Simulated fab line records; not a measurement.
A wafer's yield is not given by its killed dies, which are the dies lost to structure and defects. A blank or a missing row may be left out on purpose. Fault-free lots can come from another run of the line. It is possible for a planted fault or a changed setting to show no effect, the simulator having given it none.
What tool caused it? -- flow rit-cmos -- 14 lots, 42 wafers sampled, at 2 steps of a route of 202

WHAT THE GAUGES SHOWED, per wafer
RIT_NWELL_TW_MEAS_10.
lot,measured,on,NWELL_TW
L179,day 2 05:59,film-metro-04,2119 2117 2123
L180,day 2 06:16,film-metro-01,2157 2161 2155
L182,day 2 15:36,film-metro-02,2120 2136 2141
L185,day 3 06:08,film-metro-02,2248 2247 2243
L187,day 3 20:47,film-metro-02,2152 2157 2148
L190,day 4 06:58,film-metro-01,2240 2250 2242
L192,day 4 15:34,film-metro-04,2130 2130 2133
L194,day 5 06:37,film-metro-04,2122 2133 2124
L195,day 5 12:34,film-metro-02,2156 2159 2147
L197,day 5 19:59,film-metro-01,2158 2158 2147
L199,day 6 02:46,film-metro-01,2158 2154 2154
L200,day 6 09:28,film-metro-01,2148 2167 2157
L201,day 6 14:29,film-metro-01,2136 2156 2159
L202,day 6 19:10,film-metro-01,2156 2149 2162

WHAT TOOL EACH LOT RAN ON (gives the tool, then ch and the chambers of the sampled wafers, and finally the start)
lot,RIT_NWELL_IMPLANT_08
L179,"implanter-04 ch 0, day 2 05:41"
L180,"implanter-01 ch 0, day 2 05:59"
L182,"implanter-04 ch 0, day 2 15:16"
L185,"implanter-04 ch 0, day 3 05:50"
L187,"implanter-02 ch 0, day 3 20:28"
L190,"implanter-04 ch 0, day 4 06:38"
L192,"implanter-01 ch 0, day 4 15:16"
L194,"implanter-02 ch 0, day 5 06:17"
L195,"implanter-02 ch 0, day 5 12:15"
L197,"implanter-01 ch 0, day 5 19:40"
L199,"implanter-01 ch 0, day 6 02:29"
L200,"implanter-02 ch 0, day 6 09:09"
L201,"implanter-04 ch 0, day 6 14:13"
L202,"implanter-01 ch 0, day 6 18:50"
- RIT_NWELL_IMPLANT_08

AS READ BY THE TOOLS THEMSELVES (means over the sampled wafers that have a number; for cases with no such wafer, the mark the record gives instead)
RIT_NWELL_IMPLANT_08.
lot,tool,beam-energy-keV,beam-on-s (s)
L179,implanter-04,170.01,9.94
L180,implanter-01,170.00,10.04
L182,implanter-04,170.03,10.01
L185,implanter-04,214.17,9.83
L187,implanter-02,170.07,9.99
L190,implanter-04,214.17,9.92
L192,implanter-01,170.01,10.01
L194,implanter-02,169.92,10.24
L195,implanter-02,170.01,9.96
L197,implanter-01,169.91,10.24
L199,implanter-01,170.03,9.91
L200,implanter-02,169.98,9.95
L201,implanter-04,169.96,9.94
L202,implanter-01,170.00,10.02

THE ANSWER, worked out from the rows above alone
Rule: the lots themselves supply what counts as usual. Put in order of their means at a reading, lots are off if they are a third of the lots or fewer, leave a main group of 4 or more, and stand apart from it by a gap of 3 or more times the standard deviation of the main group's means; of several such gaps the widest counts. If all means in a main group match to the digits the tables above print for the reading, that group is not used. A lot without any number at a reading at which 4 lots or more have one is off too. Where the step has rows for the other lots, those lots are counted as sound. Order of review: gauges by route order, followed by the tools' own readings, for which a lot's mean as printed above is used. At the first step where some lot is off, the reading lying furthest off is the one used; lots without a number count as furthest.
Off: at RIT_NWELL_TW_MEAS_10 (NWELL_TW), L185, L190. Main group: mean 2146, sd 13.
If a tool, at a process step before that reading, ran all the lots that are off and no sound lot after the first of them, it fits. The gauges at RIT_NWELL_TW_MEAS_10 aren't tried: what is off there is off at RIT_NWELL_IMPLANT_08 too, on other tools, and a gauge's error can't cause that. Of those tried, none fits.

WHAT HAD BEEN PUT IN BY THE SIMULATOR
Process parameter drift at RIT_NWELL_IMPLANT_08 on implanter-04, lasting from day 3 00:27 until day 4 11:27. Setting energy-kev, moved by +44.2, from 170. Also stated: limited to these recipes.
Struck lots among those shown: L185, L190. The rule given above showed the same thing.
